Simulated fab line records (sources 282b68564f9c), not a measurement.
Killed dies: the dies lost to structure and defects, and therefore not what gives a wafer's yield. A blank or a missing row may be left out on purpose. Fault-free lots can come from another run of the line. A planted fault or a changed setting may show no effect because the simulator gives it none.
Struck lot and sound lot, side by side | flow rit cmos | 18 steps out of a route of 202
Sound: the wafers L702.2, L702.3, L702.6. Wafers L705.3, L705.4, L705.5 were the ones struck. The cause is given at the end.
For every step that has rows: the tool of each side, followed by ch and its chambers, followed by its first start. Under that, the readings that differ: sound wafers | struck wafers | difference of the means | sigmas: that difference in standard deviations of wafers without a fault.
alike: readings with means less than 2 such deviations apart, plus words and numbers identical on both sides. not compared: withheld readings, readings lacking a value on some wafer, bounds such as >300 that could conceal the same value, and numbers that have no deviation in the record and whose values overlap.
The two part at a step that has a row with sigmas, a row that says differs or no value, or rows on one side only. Numbers that don't overlap but have no deviation are shown without sigmas and don't part them. A reading missing from all wafers of one side parts the sides only when that side holds two or more wafers.

first, 4 steps without rows for these wafers: RIT_NSD_SOFTBAKE_02 (time 60 s); RIT_NSD_EXPOSE_03 (exposes mask M9, target cd 40700 nm); RIT_NSD_PEB_04; RIT_NSD_DEVELOP_05 (develop time 50 s).
RIT_NSD_OVL_MEAS_06:
  sound on overlay-01, day 4 12:40; struck on overlay-01, day 5 09:10
  alike: NSD_OVL
then, 2 steps without rows for these wafers: RIT_NSD_HARDBAKE_07 (time 60 s); RIT_NSD_IMPLANT_08.
RIT_NSD_STRIP_09: strips in O2, time 180 s.
  sound on plasma asher-01 ch 0,1, day 4 13:00; struck on plasma asher-03 ch 0,1, day 5 09:34
  alike: drypump motor current A
  not compared: rf hours counter h
RIT_NSD_TW_MEAS_10:
  sound on film metro-02, day 4 13:11; struck on film metro-03, day 5 09:41
  reading | sound          | struck         | difference | sigmas
  NSD_TW  | 3066 3080 3067 | 3158 3154 3164 | +88        | +3
then, 3 steps without rows for these wafers: RIT_PSD_HMDS_00 (prime time 60 s); RIT_PSD_COAT_01 (resist thk 1000 nm); RIT_PSD_SOFTBAKE_02 (time 60 s).
RIT_PSD_EXPOSE_03: exposes mask M10, target cd 40900 nm.
  sound on iline stepper-01 ch 0, day 4 13:43; struck on iline stepper-01 ch 0, day 5 10:21
  reading                     | sound                | struck               | difference | sigmas
  model.PSD.overlay x nm (nm) | -1.097 -1.097 -1.097 | -149.7 -149.7 -149.7 | -148.6     |
  alike: mask
then, 2 steps without rows for these wafers: RIT_PSD_PEB_04; RIT_PSD_DEVELOP_05 (develop time 50 s).
RIT_PSD_OVL_MEAS_06:
  sound on overlay-02, day 4 14:05; struck on overlay-01, day 5 10:43
  reading      | sound         | struck               | difference | sigmas
  PSD_OVL (nm) | -0.1 -0.1 0.2 | -150.0 -150.6 -150.4 | -150.3     | -99 or more
then, 1 step without rows for these wafers: RIT_PSD_HARDBAKE_07 (time 60 s).
RIT_M1_PROBE_99:
  sound on prober-01, day 4 22:41; struck on prober-02, day 5 19:05
  reading                                                 | sound                | struck              | difference | sigmas
  model.etest.select edge diode p.leak log10 a (angstrom) | -10.53 -10.06 -10.24 | -9.434 -9.375 -9.09 | +0.977     |
  alike: killed at front end, killed dies, killed open, killed short

## WHERE THEY PART
Last at RIT_PSD_OVL_MEAS_06 as far as this record goes, first at RIT_NSD_TW_MEAS_10. Later steps at which nothing parts them and some readings are alike: RIT_M1_PROBE_99.

WHY: whatever the simulator had introduced
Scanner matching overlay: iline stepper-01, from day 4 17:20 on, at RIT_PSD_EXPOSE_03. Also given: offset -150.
